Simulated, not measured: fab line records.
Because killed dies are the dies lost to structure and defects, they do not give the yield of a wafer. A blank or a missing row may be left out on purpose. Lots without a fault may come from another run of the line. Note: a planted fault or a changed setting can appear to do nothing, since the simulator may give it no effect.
2 desks, one fault :: flow berkeley_cmos170 :: only its own numbers are on each desk; what lay behind them is given at the end

THE TOOL OWNER'S DESK: implanter-03
The tool's own readings at UCB170_PWELL_IMPLANT_15, given as means over the sampled wafers that have a number, one for each lot that went through this tool. Marked OUT: a lot whose mean sits more than 4 standard deviations from the usual mean, which makes it out of limits; the brackets give that distance.
Columns: A = beam_energy_keV at UCB170_PWELL_IMPLANT_15, usual 60.000
lot: L734
first seen here: day 5 08:59
A: 59.970

lot: L738
first seen here: day 6 01:31
A: 65.739 (+99 or more) OUT

lot: L740
first seen here: day 6 15:34
A: 65.714 (+99 or more) OUT
This desk's finding: out of limits on L738, L740; first on L738, day 6 01:31 (beam_energy_keV at UCB170_PWELL_IMPLANT_15). Within limits: L734.

METROLOGY DESK
What the gauges read, lot by lot, whatever tool the lot ran on: means of the sampled wafers that have a number. Marked OUT: a lot whose mean sits more than 4 standard deviations from the usual mean, which makes it out of limits; the brackets give that distance.
Columns: A = PWELL_OXIDE_THK at UCB170_PWELL_THK_MEAS_03, usual 26.5 nm; B = PWELL_NITRIDE_THK at UCB170_PWELL_THK_MEAS_06, usual 220.3 nm; C = PWELL_OVL at UCB170_PWELL_OVL_MEAS_13, usual -4 nm
lot: L729
first seen here: day 4 03:20
A: 26.4
B: 224.3
C: -10

lot: L734
first seen here: day 5 00:34
A: 26.7
B: 218.0
C: -6

lot: L738
first seen here: day 5 15:41
A: 27.0
B: 222.4
C: -4

lot: L740
first seen here: day 6 08:53
A: 26.5
B: 218.3
C: -9

lot: L746
first seen here: day 7 12:16
A: 26.4
B: 217.6
C: 11

lot: L745
first seen here: day 7 12:19
A: 27.2
B: 219.8
C: -5
This desk's finding: nothing out of limits on any of the 6 lots.

BROUGHT TOGETHER
At day 6 01:31, on L738, L740, the tool owner's desk was in a position to raise an alarm.
Nothing out of limits was seen by the metrology desk.
The metrology desk has L738, L740 on record, within its limits.
On implanter-03, each named lot ran UCB170_PWELL_IMPLANT_15.

WHAT WAS PUT IN BY THE SIMULATOR
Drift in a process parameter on implanter-03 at UCB170_PWELL_IMPLANT_15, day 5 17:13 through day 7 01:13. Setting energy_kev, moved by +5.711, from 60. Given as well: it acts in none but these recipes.
Struck lots among those shown: L738, L740.
How many hours passed from the start of the fault until each desk's first out-of-limits reading: the tool owner's desk, 8.
